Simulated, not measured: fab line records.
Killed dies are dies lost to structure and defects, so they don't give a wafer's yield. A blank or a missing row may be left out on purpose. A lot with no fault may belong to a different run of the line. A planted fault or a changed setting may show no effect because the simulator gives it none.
Which of the tools did it? ; flow berkeley-cmos170 ; Sampling: 14 lots, 42 wafers, 4 of 331 route steps

== WHAT EACH GAUGE READ, for each wafer ==
UCB170_SPACER_THK_MEAS_01. Usual: SPACER_TEOS_THK typically reads 377 nm, with standard deviation 4.5.
lot;measured;on;SPACER_TEOS_THK (nm);flag
L436;day 6 03:23;film-metro-03;374 380 382;
L438;day 6 22:14;film-metro-04;374 382 376;
L440;day 7 04:56;film-metro-04;378 377 381;
L441;day 7 04:46;film-metro-01;379 382 378;
L446;day 8 04:37;film-metro-04;374 376 378;
L447;day 8 17:43;film-metro-01;370 378 377;
L448;day 8 17:57;film-metro-01;376 381 383;
L449;day 8 23:10;film-metro-04;372 371 374;
L450;day 8 23:25;film-metro-01;368 368 380;
L453;day 10 07:50;film-metro-01;379 375 382;
L455;day 10 08:36;film-metro-04;372 370 374;
L456;day 10 08:22;film-metro-01;377 383 384;
L458;day 11 00:05;film-metro-01;373 376 383;
L457;day 10 23:34;film-metro-04;365 373 381;

UCB170_M3_OVL_MEAS_16. Usual: M3_OVL typically reads -2 nm, with standard deviation 6.5.
lot;measured;on;M3_OVL (nm);flag
L436;day 7 10:02;overlay-01;-6 -12 -10;
L438;day 8 08:40;overlay-01;-12 -3 -11;
L440;day 8 12:59;overlay-02;2 4 8;
L441;day 8 13:21;overlay-01;0 5 5;
L446;day 9 13:59;overlay-01;-3 -5 3;
L447;day 10 03:33;overlay-01;-8 -12 -8;
L448;day 10 04:07;overlay-01;-11 -16 -11;
L449;day 10 13:52;overlay-01;-2 -8 -6;
L450;day 10 14:40;overlay-02;11 5 12;
L453;day 11 17:10;overlay-01;-1 -9 -1;
L455;day 11 17:38;overlay-02;5 -2 -4;
L456;day 11 17:24;overlay-02;-5 -6 -1;
L458;day 12 12:35;overlay-02;-1 3 2;
L457;day 12 13:14;overlay-01;-11 -6 -14;

== WHICH TOOL RAN EACH LOT (tool, then ch and the chambers of the sampled wafers, then the start) ==
lot;UCB170_PWELL_STRIP_16;UCB170_NLDD_STRIP_10
L436;plasma-asher-01 ch 0,1, day 3 04:36;plasma-asher-02 ch 0,1, day 6 00:16
L438;plasma-asher-01 ch 0,1, day 3 15:04;plasma-asher-01 ch 0,1, day 6 21:43
L440;plasma-asher-01 ch 0,1, day 4 00:59;plasma-asher-02 ch 1, day 7 04:32
L441;plasma-asher-02 ch 0,1, day 4 03:40;plasma-asher-02 ch 0,1, day 7 04:23
L446;plasma-asher-04 ch 0,1, day 5 03:19;plasma-asher-02 ch 0,1, day 8 03:45
L447;plasma-asher-01 ch 0,1, day 5 10:46;plasma-asher-01 ch 0, day 8 17:20
L448;plasma-asher-04 ch 0,1, day 5 11:03;plasma-asher-02 ch 0,1, day 8 17:35
L449;plasma-asher-02 ch 0,1, day 5 22:39;plasma-asher-03 ch 0,1, day 8 22:49
L450;plasma-asher-01 ch 0,1, day 5 23:10;plasma-asher-01 ch 0,1, day 8 23:02
L453;plasma-asher-04 ch 0,1, day 6 16:28;plasma-asher-01 ch 0,1, day 10 07:23
L455;plasma-asher-04 ch 0,1, day 7 04:03;plasma-asher-01 ch 0,1, day 10 07:59
L456;plasma-asher-02 ch 0,1, day 7 06:16;plasma-asher-02 ch 0,1, day 10 07:41
L458;plasma-asher-02 ch 0,1, day 7 14:41;plasma-asher-02 ch 0,1, day 10 23:41
L457;plasma-asher-04 ch 0,1, day 7 14:55;plasma-asher-03 ch 0,1, day 10 23:11
- UCB170_PWELL_STRIP_16: strips in O2.
- UCB170_NLDD_STRIP_10: strips in O2.

== AS READ BY THE TOOLS THEMSELVES (means over the sampled wafers that have a number; for cases with no such wafer, the mark the record gives instead) ==
UCB170_PWELL_STRIP_16. Usual: drypump-motor-current-A 5.8 A, standard deviation 0.4; o2-flow-sccm 400.1 sccm, standard deviation 1.1; oes-product-au 0.721 a.u., standard deviation 0.0044; strip-time-to-endpoint-s 18.12 s, standard deviation 0.072.
lot;tool;drypump-motor-current-A (A);o2-flow-sccm (sccm);oes-product-au (a.u.);strip-time-to-endpoint-s (s);flag
L436;plasma-asher-01;5.4;399.6;0.724;18.04;
L438;plasma-asher-01;5.4;399.7;0.721;18.08;
L440;plasma-asher-01;5.3;400.8;0.719;18.16;
L441;plasma-asher-02;5.7;400.0;0.724;18.13;
L446;plasma-asher-04;6.2;401.2;0.718;18.20;
L447;plasma-asher-01;5.3;399.2;0.725;18.08;
L448;plasma-asher-04;6.3;400.1;0.716;18.05;
L449;plasma-asher-02;5.9;400.0;0.720;18.18;
L450;plasma-asher-01;5.3;401.0;0.719;18.00;
L453;plasma-asher-04;6.3;400.5;0.724;18.10;
L455;plasma-asher-04;6.2;400.3;0.720;18.15;
L456;plasma-asher-02;5.7;400.0;0.720;18.05;
L458;plasma-asher-02;5.9;400.2;0.723;18.16;
L457;plasma-asher-04;6.3;400.3;0.720;18.17;

UCB170_NLDD_STRIP_10. Usual: drypump-motor-current-A 5.7 A, standard deviation 0.54; o2-flow-sccm 400.1 sccm, standard deviation 1.1; oes-product-au 0.735 a.u., standard deviation 0.0047; strip-time-to-endpoint-s 21.64 s, standard deviation 0.059.
lot;tool;drypump-motor-current-A (A);o2-flow-sccm (sccm);oes-product-au (a.u.);strip-time-to-endpoint-s (s);flag
L436;plasma-asher-02;5.9;401.0;0.733;21.62;
L438;plasma-asher-01;5.4;400.1;0.737;21.66;
L440;plasma-asher-02;5.5;401.0;0.736;21.67;
L441;plasma-asher-02;5.7;401.0;0.735;21.65;
L446;plasma-asher-02;5.9;400.7;0.735;21.60;
L447;plasma-asher-01;5.5;399.0;0.741;21.66;
L448;plasma-asher-02;5.7;400.9;0.731;21.60;
L449;plasma-asher-03;6.2;400.5;0.730;21.65;
L450;plasma-asher-01;5.3;400.8;0.736;21.62;
L453;plasma-asher-01;5.3;320.4;0.716;22.55;OFF
L455;plasma-asher-01;5.4;320.0;0.716;22.36;OFF
L456;plasma-asher-02;5.9;399.8;0.736;21.55;
L458;plasma-asher-02;5.7;399.7;0.736;21.65;
L457;plasma-asher-03;6.2;401.2;0.737;21.64;

== THE ANSWER, worked out from the rows above alone ==
Rule: take the mean of a lot's wafers that have a number; if it is more than 3 standard deviations from the usual mean, the lot is off. Also off: a lot with no number at a reading for which 4 or more lots have one. Where the step has rows for the other lots, those lots are counted as sound. The gauges are gone through in route order, then the tools' own readings, and for those a lot's mean is taken as printed above. The first step at which some lot is off is used, and at that step the reading that is off furthest; a lot without a number counts as furthest.
Off, at UCB170_NLDD_STRIP_10 on o2-flow-sccm: L453, L455.
A tool fits if, at that step or a process step before it, it ran every lot that is off, and no sound lot after the first of them. One candidate fits, namely plasma-asher-01 at UCB170_NLDD_STRIP_10. A fault onset in the window from L450 (day 8 23:02, its last sound lot) to L453 (day 10 07:23, its first lot off) fits.
The tool's own readings at UCB170_NLDD_STRIP_10 bear it out: on the lots that are off they differ by more than 5 times the standard deviation of the sound lots' means. o2-flow-sccm reads 320.2 sccm there against 400.5 sccm on the sound lots; oes-product-au reads 0.716 a.u. there against 0.735 a.u. on the sound lots; strip-time-to-endpoint-s reads 22.45 s there against 21.63 s on the sound lots.

== WHAT HAD BEEN PUT IN BY THE SIMULATOR ==
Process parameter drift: plasma-asher-01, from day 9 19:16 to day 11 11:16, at UCB170_NLDD_STRIP_10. Setting o2-flow-sccm shifted by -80 from 400. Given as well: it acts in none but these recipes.
Lots struck among those shown: L453, L455. Same finding as the rule above.
